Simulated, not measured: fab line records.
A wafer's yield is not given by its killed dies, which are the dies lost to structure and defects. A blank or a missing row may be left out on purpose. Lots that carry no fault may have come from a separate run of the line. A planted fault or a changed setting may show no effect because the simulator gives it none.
Comparing a struck lot with a sound one -- flow ritCmos -- 16 out of 202 route steps
Sound: the wafers L193.2, L193.5, L193.6. Struck: wafers L206.2, L206.5, L206.6. At the end, the cause is stated.
At each step with rows: each side's tool, then ch and its chambers, then its first start. Under that, the readings that differ: sound wafers -- struck wafers -- difference of the means -- sigmas: that difference in standard deviations of wafers without a fault.
alike: readings with means less than 2 such deviations apart, plus words and numbers identical on both sides. not compared: withheld readings, readings lacking a value on some wafer, bounds such as >300 that could conceal the same value, and numbers that have no deviation in the record and whose values overlap.
Wherever a step has rows on one side only, a row that says differs or no value, or a row with sigmas, the two part there. Non-overlapping numbers with no deviation appear without sigmas and do not part them. A reading missing from all wafers of one side parts the sides only when that side holds two or more wafers.

RIT_ACTIVE_BOW_MEAS_00:
  sound: filmMetro-03 at day 1 15:01; struck: filmMetro-01 at day 4 08:01
  alike: INCOMING_BOW
then, 1 step without rows for these wafers: RIT_ACTIVE_OXIDATION_01 (target thk 46.8 nm, ox time 3360 s).
RIT_ACTIVE_THK_MEAS_02:
  sound: filmMetro-03 at day 1 17:04; struck: filmMetro-02 at day 4 10:04
  alike: ACTIVE_OXIDE_THK
then, 1 step without rows for these wafers: RIT_ACTIVE_CVD_03 (deposits Si3N4 from SiH2Cl2/NH3, target thk 150 nm, time 1500 s).
RIT_ACTIVE_THK_MEAS_04:
  sound: filmMetro-02 at day 1 18:32; struck: filmMetro-01 at day 4 11:32
  alike: ACTIVE_NITRIDE_THK
then, 3 steps without rows for these wafers: RIT_ACTIVE_HMDS_05 (prime time 60 s); RIT_ACTIVE_COAT_06 (resist thk 1000 nm); RIT_ACTIVE_SOFTBAKE_07 (time 60 s).
RIT_ACTIVE_EXPOSE_08: exposes mask M1, target cd 1400 nm.
  sound on ilineStepper-01 ch 0, day 1 19:04; struck on ilineStepper-01 ch 0, day 4 12:11
reading,sound,struck,difference,sigmas
mask,M1#0 M1#0 M1#0,M1_R1#0 M1_R1#0 M1_R1#0,differs,
then, 2 steps without rows for these wafers: RIT_ACTIVE_PEB_09; RIT_ACTIVE_DEVELOP_10 (develop time 50 s).
RIT_ACTIVE_CD_MEAS_11: target cd 1400 nm.
  sound: cdSem-02 at day 1 19:28; struck: cdSem-01 at day 4 12:35
reading,sound,struck,difference,sigmas
cdNm (nm),1402.5 1402.0 1401.8,1282.6 1285.4 1282.4,-118.6,-62
then, 1 step without rows for these wafers: RIT_ACTIVE_HARDBAKE_12 (time 60 s).
RIT_ACTIVE_ETCH_13: etches Si3N4 in SF6, stops on SiO2, time 210 s, target depth 210 nm.
  sound on rieDiel-03 ch 1,2, day 1 19:43; struck on rieDiel-02 ch 1,2,3, day 4 12:50
reading,sound,struck,difference,sigmas
model.ACTIVE.cdNm (nm),1402 1402 1402,1283 1285 1282,-119,
  alike: SF6_flow_sccm, drypumpMotorCurrentA, oesProductAu, throttleValvePct
  not compared: rfHoursCounterH
RIT_ACTIVE_STRIP_14: strips in O2, time 180 s.
  sound on plasmaAsher-02 ch 0,1, day 1 19:50; struck on plasmaAsher-03 ch 0,1, day 4 12:58
  alike: drypumpMotorCurrentA
  not compared: rfHoursCounterH
RIT_M1_PROBE_99:
  sound: prober-01 at day 3 14:49; struck: prober-02 at day 6 07:01
reading,sound,struck,difference,sigmas
model.etest.nplusSal.widthNm (nm),3433 3454 3491,3339 3371 3344,-108,
model.etest.pplusSal.widthNm (nm),3480 3452 3479,3333 3360 3333,-128,
model.etest.pldd.widthNm (nm),3210 3226 3231,3048 3077 3068,-158,
model.etest.nldd.widthNm (nm),3209 3226 3251,3050 3064 3074,-166,
model.etest.nmosNarrow.driveUaUm,225.7 224.2 231.9,198.6 195.3 201.5,-28.8,
model.etest.pmosNarrow.driveUaUm,99.2 101.3 103.7,89.82 89.48 92.03,-10.96,
model.etest.fieldPMetal.vtV (V),-29.62 -30.46 -30.61,-27.79 -28.6 -28.76,+1.85,
model.etest.fieldP.vtV (V),-13.03 -12.99 -12.94,-12.45 -12.48 -12.55,+0.49,
  alike: killedAtContacts, killedAtFrontEnd, killedDies, killedOpen, killedShort

== WHERE THEY PART ==
First at RIT_ACTIVE_EXPOSE_08; last, within this record, at RIT_ACTIVE_CD_MEAS_11. Later steps at which nothing parts them and some readings are alike: RIT_ACTIVE_ETCH_13, RIT_ACTIVE_STRIP_14, RIT_M1_PROBE_99.

WHY: the cause the simulator had injected
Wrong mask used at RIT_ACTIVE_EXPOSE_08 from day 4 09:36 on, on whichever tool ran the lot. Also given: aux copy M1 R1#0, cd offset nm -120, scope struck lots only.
